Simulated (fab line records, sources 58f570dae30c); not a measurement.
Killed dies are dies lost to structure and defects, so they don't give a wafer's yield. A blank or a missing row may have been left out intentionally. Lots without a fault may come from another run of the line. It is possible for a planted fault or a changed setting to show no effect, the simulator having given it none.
Which of the tools did it? + flow berkeley-cmos170 + 42 wafers from 14 lots sampled at 6 of the route's 331 steps

## WHAT THE GAUGES SHOWED, per wafer
UCB170_PWELL_THK_MEAS_03.
| lot  | measured    | on            | PWELL_OXIDE_THK (nm) |
|------|-------------|---------------|----------------------|
| L547 | day 3 00:29 | film-metro-04 | 26.3 26.2 26.1       |
| L548 | day 3 00:29 | film-metro-01 | 26.3 26.0 25.4       |
| L549 | day 3 11:37 | film-metro-03 | 26.5 26.7 26.9       |
| L550 | day 3 11:37 | film-metro-01 | 26.2 26.3 26.6       |
| L554 | day 4 08:47 | film-metro-01 | 27.0 26.9 26.7       |
| L552 | day 4 08:47 | film-metro-03 | 26.0 25.9 25.7       |
| L559 | day 5 10:49 | film-metro-04 | 25.9 25.9 26.0       |
| L560 | day 5 19:36 | film-metro-04 | 26.0 26.4 26.1       |
| L563 | day 6 03:18 | film-metro-01 | 26.9 26.5 27.0       |
| L562 | day 6 03:19 | film-metro-03 | 25.6 25.5 25.4       |
| L564 | day 6 18:50 | film-metro-04 | 27.0 26.6 26.6       |
| L566 | day 7 07:41 | film-metro-01 | 26.3 26.4 26.7       |
| L568 | day 7 07:44 | film-metro-04 | 26.3 26.2 26.2       |
| L569 | day 7 16:32 | film-metro-01 | 25.7 26.2 26.3       |

UCB170_ACTIVE_CD_MEAS_90: the cd target is 1200 nm.
| lot  | measured    | on        | cd-nm (nm)           |
|------|-------------|-----------|----------------------|
| L547 | day 4 19:48 | cd-sem-02 | 1200.7 1198.6 1199.7 |
| L548 | day 4 20:04 | cd-sem-01 | 1201.6 1201.8 1201.6 |
| L549 | day 5 10:49 | cd-sem-02 | 1200.8 1201.5 1200.6 |
| L550 | day 5 11:23 | cd-sem-01 | 1199.3 1198.5 1199.0 |
| L554 | day 6 09:25 | cd-sem-01 | 1199.0 1198.1 1196.7 |
| L552 | day 6 09:55 | cd-sem-01 | 1198.9 1199.2 1198.0 |
| L559 | day 7 10:11 | cd-sem-01 | 1200.9 1200.5 1199.8 |
| L560 | day 7 18:07 | cd-sem-01 | 1200.9 1199.3 1199.7 |
| L563 | day 7 17:54 | cd-sem-02 | 1200.7 1199.2 1200.3 |
| L562 | day 7 17:35 | cd-sem-02 | 1200.2 1200.0 1198.7 |
| L564 | day 8 10:29 | cd-sem-01 | 1199.5 1200.0 1200.0 |
| L566 | day 8 22:37 | cd-sem-02 | 1196.2 1197.5 1197.0 |
| L568 | day 9 08:03 | cd-sem-02 | 1198.4 1199.3 1198.2 |
| L569 | day 9 15:17 | cd-sem-01 | 1198.6 1199.4 1199.1 |

UCB170_PVT_OVL_MEAS_06.
| lot  | measured     | on         | PVT_OVL (nm) |
|------|--------------|------------|--------------|
| L547 | day 6 19:35  | overlay-01 | 4 5 11       |
| L548 | day 6 19:06  | overlay-01 | -2 0 1       |
| L549 | day 7 05:33  | overlay-02 | 6 1 1        |
| L550 | day 7 04:56  | overlay-02 | 5 13 4       |
| L554 | day 7 22:43  | overlay-02 | 12 12 9      |
| L552 | day 7 22:43  | overlay-01 | -6 -2 -5     |
| L559 | day 8 23:01  | overlay-02 | -8 -4 -4     |
| L560 | day 9 14:42  | overlay-02 | -9 -7 -3     |
| L563 | day 9 14:02  | overlay-02 | -9 -7 -6     |
| L562 | day 9 14:46  | overlay-01 | -2 0 -6      |
| L564 | day 10 05:58 | overlay-02 | -6 4 -5      |
| L566 | day 10 12:13 | overlay-02 | 3 1 7        |
| L568 | day 11 01:07 | overlay-02 | 3 -4 2       |
| L569 | day 11 10:02 | overlay-02 | 6 6 3        |

UCB170_PLDD_TW_MEAS_11.
| lot  | measured     | on            | PLDD_TW        |
|------|--------------|---------------|----------------|
| L547 | day 7 14:59  | film-metro-03 | 997 995 1001   |
| L548 | day 7 14:22  | film-metro-01 | 1001 992 996   |
| L549 | day 7 19:37  | film-metro-01 | 1002 1004 996  |
| L550 | day 7 19:20  | film-metro-03 | 996 994 998    |
| L554 | day 8 15:46  | film-metro-02 | 1021 1012 1015 |
| L552 | day 8 16:04  | film-metro-01 | 997 1005 995   |
| L559 | day 9 16:01  | film-metro-03 | 992 999 999    |
| L560 | day 10 08:49 | film-metro-01 | 1045 1042 1040 |
| L563 | day 10 09:05 | film-metro-03 | 1001 1000 997  |
| L562 | day 10 09:11 | film-metro-01 | 1050 1044 1042 |
| L564 | day 11 01:49 | film-metro-03 | 990 983 996    |
| L566 | day 11 05:54 | film-metro-02 | 1012 1013 1012 |
| L568 | day 11 19:23 | film-metro-02 | 1008 1013 1007 |
| L569 | day 12 06:26 | film-metro-03 | 999 997 990    |

UCB170_SDANNEAL_RS_MEAS_04: measurement is done with a four-point probe.
| lot  | measured     | on            | PLDD_RS (ohm/sq)     |
|------|--------------|---------------|----------------------|
| L547 | day 8 02:33  | film-metro-03 | 1030.2 1030.6 1031.3 |
| L548 | day 8 02:46  | film-metro-01 | 1031.5 1032.4 1032.1 |
| L549 | day 8 09:31  | film-metro-02 | 1027.8 1025.3 1026.7 |
| L550 | day 8 09:01  | film-metro-03 | 1032.2 1036.0 1035.2 |
| L554 | day 9 05:52  | film-metro-02 | 1030.0 1028.0 1028.7 |
| L552 | day 9 05:38  | film-metro-01 | 1035.1 1034.6 1035.3 |
| L559 | day 10 05:44 | film-metro-03 | 1034.2 1031.6 1031.4 |
| L560 | day 11 02:13 | film-metro-01 | 925.4 925.1 926.0    |
| L563 | day 11 02:24 | film-metro-03 | 1028.4 1029.0 1032.0 |
| L562 | day 11 02:18 | film-metro-02 | 924.3 923.3 923.9    |
| L564 | day 11 15:58 | film-metro-02 | 1031.8 1032.9 1030.6 |
| L566 | day 11 16:20 | film-metro-03 | 1029.6 1032.5 1028.0 |
| L568 | day 12 08:40 | film-metro-01 | 1033.3 1033.0 1033.4 |
| L569 | day 12 22:32 | film-metro-02 | 1030.0 1029.0 1033.8 |

## WHICH TOOL RAN EACH LOT (tool, then ch and the chambers of the sampled wafers, then the start)
| lot  | UCB170_PLDD_IMPLANT_08          |
|------|---------------------------------|
| L547 | implanter-02 ch 0, day 7 14:35  |
| L548 | implanter-01 ch 0, day 7 13:58  |
| L549 | implanter-04 ch 0, day 7 19:13  |
| L550 | implanter-02 ch 0, day 7 18:56  |
| L554 | implanter-01 ch 0, day 8 15:22  |
| L552 | implanter-02 ch 0, day 8 15:40  |
| L559 | implanter-01 ch 0, day 9 15:38  |
| L560 | implanter-01 ch 0, day 10 08:25 |
| L563 | implanter-04 ch 0, day 10 08:43 |
| L562 | implanter-01 ch 0, day 10 08:49 |
| L564 | implanter-02 ch 0, day 11 01:22 |
| L566 | implanter-04 ch 0, day 11 05:31 |
| L568 | implanter-02 ch 0, day 11 18:59 |
| L569 | implanter-04 ch 0, day 12 06:02 |
- UCB170_PLDD_IMPLANT_08

## WHAT THE TOOLS THEMSELVES READ (means of the sampled wafers that have a number; where no wafer has one, the mark that the record gives instead)
UCB170_PLDD_IMPLANT_08.
| lot  | tool         | dose-ions-cm2 | faraday-current-uA | rotation-deg (degrees) | tilt-deg (degrees) |
|------|--------------|---------------|--------------------|------------------------|--------------------|
| L547 | implanter-02 | 4.998e+13     | 159.8              | -0.014                 | 6.992              |
| L548 | implanter-01 | 5.004e+13     | 156.4              | -0.018                 | 7.011              |
| L549 | implanter-04 | 5.000e+13     | 159.5              | -0.036                 | 6.989              |
| L550 | implanter-02 | 5.001e+13     | 157.8              | -0.019                 | 7.002              |
| L554 | implanter-01 | 5.004e+13     | 160.2              | -0.037                 | 7.000              |
| L552 | implanter-02 | 4.996e+13     | 159.6              | -0.026                 | 6.990              |
| L559 | implanter-01 | 5.002e+13     | 156.6              | 0.021                  | 7.018              |
| L560 | implanter-01 | 6.499e+13     | 208.0              | -0.005                 | 6.981              |
| L563 | implanter-04 | 5.003e+13     | 160.7              | -0.008                 | 7.019              |
| L562 | implanter-01 | 6.506e+13     | 212.9              | -0.009                 | 6.976              |
| L564 | implanter-02 | 4.996e+13     | 154.2              | -0.004                 | 7.008              |
| L566 | implanter-04 | 4.995e+13     | 158.0              | 0.000                  | 7.015              |
| L568 | implanter-02 | 4.997e+13     | 159.1              | -0.018                 | 6.958              |
| L569 | implanter-04 | 5.007e+13     | 158.7              | -0.002                 | 7.003              |

## THE ANSWER, worked out from the rows above alone
Rule: usual is defined by the lots themselves. The widest of any qualifying gaps counts: lots, ordered by their means at a reading, are off when they make up no more than a third of the lots, leave a main group of 4 or more, and stand apart from it by 3 or more times the standard deviation of that group's means. A main group is skipped when, at the precision printed for the reading in the tables above, its means are all equal. A lot without any number at a reading at which 4 lots or more have one is off too. All remaining lots with rows at the step are treated as sound. First the gauges in route order, then the tools' own readings, where a lot's mean is used as printed above. The first step at which some lot is off is used, and at that step the reading that is off furthest; a lot without a number counts as furthest.
Off: L560, L562, at UCB170_PLDD_TW_MEAS_11 (PLDD_TW). Mean 1001 and standard deviation 7.4 in the main group.
If a tool, at a process step before that reading, ran all the lots that are off and no sound lot after the first of them, it fits. The gauges at UCB170_PLDD_TW_MEAS_11 aren't tried: what is off there is off at UCB170_PLDD_IMPLANT_08 too, on other tools, and a gauge's error can't cause that. One fits: UCB170_PLDD_IMPLANT_08 on implanter-01. Its last sound lot is L559 (day 9 15:38), its first lot that is off L560 (day 10 08:25): a fault that began between those two fits.
The tool's own readings at UCB170_PLDD_IMPLANT_08 bear it out: on the lots that are off they differ by more than 5 times the standard deviation of the sound lots' means. dose-ions-cm2 reads 6.502e+13 there against 5.000e+13 on the sound lots; faraday-current-uA reads 210.4 there against 158.4 on the sound lots.

## WHAT HAD BEEN PUT IN BY THE SIMULATOR
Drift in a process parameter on implanter-01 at UCB170_PLDD_IMPLANT_08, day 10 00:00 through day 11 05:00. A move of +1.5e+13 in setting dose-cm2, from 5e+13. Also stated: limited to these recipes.
Lots struck among those shown: L560, L562. The same result came from the rule above.
